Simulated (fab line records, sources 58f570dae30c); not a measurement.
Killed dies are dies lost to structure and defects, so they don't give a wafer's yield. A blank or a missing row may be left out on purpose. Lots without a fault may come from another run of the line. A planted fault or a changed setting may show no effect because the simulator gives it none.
Which tool did it? | flow berkeley_cmos170 | 13 lots, 39 wafers sampled, at 6 steps of a route of 331

WHAT THE GAUGES READ, wafer by wafer
UCB170_V1_BOW_MEAS_03. Usual: V1_BOW 17 um, standard deviation 6.5.
lot  | measured     | on            | V1_BOW (um) | flag
L746 | day 8 10:47  | film_metro-02 | 14 23 7     |
L745 | day 8 12:07  | film_metro-04 | 20 23 9     |
L749 | day 8 20:49  | film_metro-01 | 25 26 33    |
L750 | day 8 22:10  | film_metro-02 | 21 20 28    |
L747 | day 8 23:29  | film_metro-02 | 10 11 23    |
L748 | day 9 03:13  | film_metro-01 | 12 15 24    |
L753 | day 9 22:20  | film_metro-01 | 23 18 13    |
L752 | day 9 23:41  | film_metro-04 | 8 21 19     |
L754 | day 10 00:59 | film_metro-01 | 16 22 21    |
L757 | day 10 04:28 | film_metro-04 | 26 20 0     |
L758 | day 11 01:46 | film_metro-01 | 27 20 6     |
L767 | day 12 23:52 | film_metro-04 | 15 24 19    |
L768 | day 13 01:33 | film_metro-04 | 20 10 20    |

UCB170_M3_RS_MEAS_02: measures by four-point-probe. Usual: M3_AL_RS 0.0322 ohm/sq, standard deviation 0.00036.
lot  | measured     | on            | M3_AL_RS (ohm/sq)    | flag
L746 | day 8 18:13  | film_metro-01 | 0.0315 0.0327 0.0321 |
L745 | day 8 19:20  | film_metro-03 | 0.0323 0.0321 0.0324 |
L749 | day 9 07:24  | film_metro-03 | 0.0326 0.0324 0.0320 |
L750 | day 9 07:41  | film_metro-01 | 0.0320 0.0323 0.0319 |
L747 | day 9 08:20  | film_metro-03 | 0.0319 0.0328 0.0317 |
L748 | day 9 11:59  | film_metro-04 | 0.0323 0.0322 0.0317 |
L753 | day 10 05:31 | film_metro-01 | 0.0321 0.0319 0.0319 |
L752 | day 10 08:13 | film_metro-03 | 0.0324 0.0325 0.0315 |
L754 | day 10 08:50 | film_metro-04 | 0.0322 0.0320 0.0318 |
L757 | day 10 13:10 | film_metro-01 | 0.0325 0.0326 0.0323 |
L758 | day 11 09:18 | film_metro-01 | 0.0323 0.0325 0.0325 |
L767 | day 13 08:16 | film_metro-03 | 0.0322 0.0592 0.0321 | OFF
L768 | day 13 13:51 | film_metro-04 | 0.0325 0.0319 0.0315 |

UCB170_M3_THK_MEAS_03: measures by xrf. Usual: M3_AL_THK 912 nm, standard deviation 11.
lot  | measured     | on            | M3_AL_THK (nm) | flag
L746 | day 8 18:19  | film_metro-01 | 935 901 921    |
L745 | day 8 19:27  | film_metro-03 | 913 912 906    |
L749 | day 9 07:31  | film_metro-03 | 897 900 910    |
L750 | day 9 07:47  | film_metro-01 | 923 911 927    |
L747 | day 9 08:27  | film_metro-03 | 917 894 913    |
L748 | day 9 12:06  | film_metro-04 | 917 916 922    |
L753 | day 10 05:38 | film_metro-01 | 916 917 914    |
L752 | day 10 08:19 | film_metro-03 | 909 905 929    |
L754 | day 10 08:58 | film_metro-04 | 907 902 923    |
L757 | day 10 13:17 | film_metro-01 | 905 900 905    |
L758 | day 11 09:25 | film_metro-01 | 913 911 912    |
L767 | day 13 08:23 | film_metro-03 | 917 503 915    | OFF
L768 | day 13 13:58 | film_metro-04 | 902 922 934    |

WHICH TOOL RAN EACH LOT (tool, then ch and the chambers of the sampled wafers, then the start)
lot  | UCB170_V1_CMP_02              | UCB170_V2_CVD_00                | UCB170_M3_SPUTTER_01
L746 | cmp-01 ch 0,2,3, day 8 10:30  | pecvd-04 ch 0,1,2, day 8 15:28  | pvd_sputter-02, day 8 18:05
L745 | cmp-02 ch 1,2,3, day 8 11:50  | pecvd-01 ch 0,1,2, day 8 16:41  | pvd_sputter-01, day 8 19:15
L749 | cmp-02 ch 0,1,2, day 8 20:37  | pecvd-04 ch 0,1,2, day 9 04:52  | pvd_sputter-01, day 9 07:19
L750 | cmp-01 ch 0,2,3, day 8 21:57  | pecvd-02 ch 0,1,2, day 9 05:07  | pvd_sputter-03, day 9 07:34
L747 | cmp-02 ch 1,2,3, day 8 23:14  | pecvd-01 ch 0,2, day 9 05:47    | pvd_sputter-02, day 9 08:15
L748 | cmp-01 ch 1,2,3, day 9 02:55  | pecvd-04 ch 0,1,2, day 9 08:37  | pvd_sputter-01, day 9 11:54
L753 | cmp-02 ch 0,2,3, day 9 22:04  | pecvd-02 ch 0,1,2, day 10 02:46 | pvd_sputter-01, day 10 05:25
L752 | cmp-01 ch 0,2,3, day 9 23:22  | pecvd-04 ch 1,2, day 10 04:34   | pvd_sputter-02, day 10 08:07
L754 | cmp-02 ch 0,2,3, day 10 00:47 | pecvd-02 ch 0,2, day 10 05:41   | pvd_sputter-01, day 10 08:45
L757 | cmp-01 ch 1,2, day 10 04:10   | pecvd-01 ch 0,2, day 10 10:07   | pvd_sputter-03, day 10 13:05
L758 | cmp-02 ch 0,1,3, day 11 01:26 | pecvd-02 ch 0,2, day 11 05:59   | pvd_sputter-01, day 11 09:12
L767 | cmp-02 ch 1,2,3, day 12 23:38 | pecvd-04 ch 0,2, day 13 05:02   | pvd_sputter-01, day 13 08:10
L768 | cmp-01 ch 0,1,3, day 13 01:15 | pecvd-01 ch 0,1,2, day 13 11:19 | pvd_sputter-03, day 13 13:46
- UCB170_V1_CMP_02: polishes SiO2.
- UCB170_V2_CVD_00: deposits SiO2 from TEOS/O2, target thk 2000 nm, time 258.5 s.
- UCB170_M3_SPUTTER_01: material Al, target thk 900 nm, time 120 s.

WHAT THE TOOLS THEMSELVES READ (means of the sampled wafers that have a number; where no wafer has one, the mark that the record gives instead)
UCB170_V1_CMP_02. Usual: motor_current_A 15.6 A, standard deviation 1.6; retaining_ring_pressure_frac 1.000, standard deviation 0.0048.
lot  | tool   | motor_current_A (A) | retaining_ring_pressure_frac | flag
L746 | cmp-01 | 16.2                | 1.003                        |
L745 | cmp-02 | 15.5                | 0.999                        |
L749 | cmp-02 | 16.1                | 0.994                        |
L750 | cmp-01 | 15.7                | 0.996                        |
L747 | cmp-02 | 15.5                | 0.997                        |
L748 | cmp-01 | 14.9                | 1.001                        |
L753 | cmp-02 | 15.0                | 1.000                        |
L752 | cmp-01 | 15.5                | 0.998                        |
L754 | cmp-02 | 15.4                | 1.002                        |
L757 | cmp-01 | 13.6                | 1.000                        |
L758 | cmp-02 | 16.0                | 1.004                        |
L767 | cmp-02 | 15.4                | 0.996                        |
L768 | cmp-01 | 15.6                | 1.000                        |

UCB170_V2_CVD_00. Usual: heater_power_w 293 W, standard deviation 49.
lot  | tool     | heater_power_w (W) | flag
L746 | pecvd-04 | 280                |
L745 | pecvd-01 | 316                |
L749 | pecvd-04 | 312                |
L750 | pecvd-02 | 291                |
L747 | pecvd-01 | 279                |
L748 | pecvd-04 | 309                |
L753 | pecvd-02 | 274                |
L752 | pecvd-04 | 310                |
L754 | pecvd-02 | 283                |
L757 | pecvd-01 | 269                |
L758 | pecvd-02 | 297                |
L767 | pecvd-04 | 277                |
L768 | pecvd-01 | 307                |

UCB170_M3_SPUTTER_01. Usual: throttle_valve_pct 29.2 %, standard deviation 1.2.
lot  | tool           | throttle_valve_pct (%) | flag
L746 | pvd_sputter-02 | 29.8                   |
L745 | pvd_sputter-01 | 28.5                   |
L749 | pvd_sputter-01 | 29.6                   |
L750 | pvd_sputter-03 | 29.0                   |
L747 | pvd_sputter-02 | 29.7                   |
L748 | pvd_sputter-01 | 29.4                   |
L753 | pvd_sputter-01 | 28.3                   |
L752 | pvd_sputter-02 | 28.7                   |
L754 | pvd_sputter-01 | 29.4                   |
L757 | pvd_sputter-03 | 29.0                   |
L758 | pvd_sputter-01 | 29.3                   |
L767 | pvd_sputter-01 | 28.2                   |
L768 | pvd_sputter-03 | 29.8                   |

THE ANSWER, worked out from the rows above alone
Rule: a lot is off if the mean of its wafers that have a number lies more than 3 standard deviations from the usual mean. A lot without any number at a reading at which 4 lots or more have one is off too. The other lots that the step has rows for count as sound. The gauges are gone through in route order, then the tools' own readings, and for those a lot's mean is taken as printed above. The first step at which some lot is off is used, and at that step the reading that is off furthest; a lot without a number counts as furthest.
Off: L767, at UCB170_M3_RS_MEAS_02 (M3_AL_RS).
A tool fits if, at a process step before that reading, it ran every lot that is off, and no sound lot after the first of them. The gauges at UCB170_M3_RS_MEAS_02 are tried like those tools. Can't be told from this: 4 tools fit, cmp-02 at UCB170_V1_CMP_02, pecvd-04 at UCB170_V2_CVD_00, pvd_sputter-01 at UCB170_M3_SPUTTER_01, film_metro-03 at UCB170_M3_RS_MEAS_02.

WHAT THE SIMULATOR HAD PUT IN
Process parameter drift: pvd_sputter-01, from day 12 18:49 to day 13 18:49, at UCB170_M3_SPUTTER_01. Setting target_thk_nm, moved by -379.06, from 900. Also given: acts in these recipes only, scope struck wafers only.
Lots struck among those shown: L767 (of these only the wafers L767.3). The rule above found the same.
